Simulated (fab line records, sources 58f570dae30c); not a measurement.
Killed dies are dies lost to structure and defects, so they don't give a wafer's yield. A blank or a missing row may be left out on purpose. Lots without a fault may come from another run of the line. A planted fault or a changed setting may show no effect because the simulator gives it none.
Split-lot experiment | flow berkeley_cmos170 | 5 lots, 23 wafers read, on a route of 331 steps

THE SPLIT
At UCB170_ACTIVE_CVD_05 (deposits Si3N4 from SiH2Cl2/NH3, target thk 220 nm, time 3300 s), the setting temp_c was moved away from the recipe's 800 C on 15 of the 23 wafers read, by -2.7% to +1.1%. The other wafers ran this setting at the recipe's value.

FROM THE SPLIT TO THE READING: what the file shows between them, 3 steps
- UCB170_ACTIVE_THK_MEAS_06
- UCB170_ACTIVE_HMDS_07: prime time 60 s
- UCB170_ACTIVE_COAT_08: resist thk 889.6 nm

THE READING
oes_product_au, in a.u., at UCB170_ACTIVE_ETCH_15 (etches Si3N4 in CH3F/Ar/O2, stops on SiO2, target depth 242 nm, time 151 s). Fault-free wafers of this fab line usually give 0.935 a.u., standard deviation 0.017 a.u..

wafer  | tool, chamber at the split | temp_c as run, C | against the recipe | oes_product_au, a.u. | against lot-mates on the recipe
L074.1 | -, -                       | 809.1            | +1.1%              | 1.037                | no lot-mate on the recipe
L074.2 | -, -                       | 809.1            | +1.1%              | 0.988                | no lot-mate on the recipe
L074.3 | -, -                       | 809.1            | +1.1%              | 0.988                | no lot-mate on the recipe
L074.4 | -, -                       | 809.1            | +1.1%              | 0.972                | no lot-mate on the recipe
L074.5 | -, -                       | 809.1            | +1.1%              | 1.042                | no lot-mate on the recipe
L075.1 | -, -                       | 788.9            | -1.4%              | 0.835                | no lot-mate on the recipe
L075.2 | -, -                       | 788.9            | -1.4%              | 0.823                | no lot-mate on the recipe
L075.3 | -, -                       | 788.9            | -1.4%              | 0.841                | no lot-mate on the recipe
L075.4 | -, -                       | 788.9            | -1.4%              | 0.828                | no lot-mate on the recipe
L075.5 | -, -                       | 788.9            | -1.4%              | 0.848                | no lot-mate on the recipe
L077.1 | -, -                       | 778.1            | -2.7%              | 0.750                | no lot-mate on the recipe
L077.2 | -, -                       | 778.1            | -2.7%              | 0.747                | no lot-mate on the recipe
L077.3 | -, -                       | 778.1            | -2.7%              | 0.755                | no lot-mate on the recipe
L077.4 | -, -                       | 778.1            | -2.7%              | 0.746                | no lot-mate on the recipe
L077.5 | -, -                       | 778.1            | -2.7%              | 0.737                | no lot-mate on the recipe
L084.1 | -, -                       | 800              | recipe             | 0.905                | -
L084.2 | -, -                       | 800              | recipe             | 0.946                | -
L084.4 | -, -                       | 800              | recipe             | 0.925                | -
L084.5 | -, -                       | 800              | recipe             | 0.900                | -
L084.6 | -, -                       | 800              | recipe             | 0.928                | -
L085.1 | lpcvd-02, 0                | 800              | recipe             | 0.949                | -
L085.2 | lpcvd-02, 0                | 800              | recipe             | 0.933                | -
L085.4 | lpcvd-02, 0                | 800              | recipe             | 0.923                | -

THE FIT
A straight line over all 23 wafers: oes_product_au changes by +0.0664 a.u. for each +1% of temp_c; r = +0.98; the points scatter about the line by 0.018 a.u..
Too few moved wafers have a lot-mate on the recipe to fit a line with each lot's own level taken away.

THE WHOLE CHAIN: every reading that the file lists as answering this split, in the file's order
step                      | what it does                                                               | reading                                                                        | change (the file's fit)                  | r (the file's)
UCB170_ACTIVE_CVD_05      | deposits Si3N4 from SiH2Cl2/NH3, target thk 220 nm, time 3300 s            | Si3N4_of_ACTIVE_CVD_05.thk_nm (the simulator's own value, which no gauge read) | +29 nm for each +1% of the setting       | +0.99
UCB170_ACTIVE_THK_MEAS_06 |                                                                            | ACTIVE_NITRIDE_THK                                                             | +29.1 for each +1% of the setting        | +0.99
UCB170_ACTIVE_ETCH_15     | etches Si3N4 in CH3F/Ar/O2, stops on SiO2, target depth 242 nm, time 151 s | oes_product_au                                                                 | +0.0664 a.u. for each +1% of the setting | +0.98
UCB170_ACTIVE_ETCH_15     | etches Si3N4 in CH3F/Ar/O2, stops on SiO2, target depth 242 nm, time 151 s | etch.depth_nm (the simulator's own value, which no gauge read)                 | +25.7 nm for each +1% of the setting     | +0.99

THE FILE'S OWN FIT
oes_product_au changes by +0.0664 a.u. for each +1% of temp_c, r = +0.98.
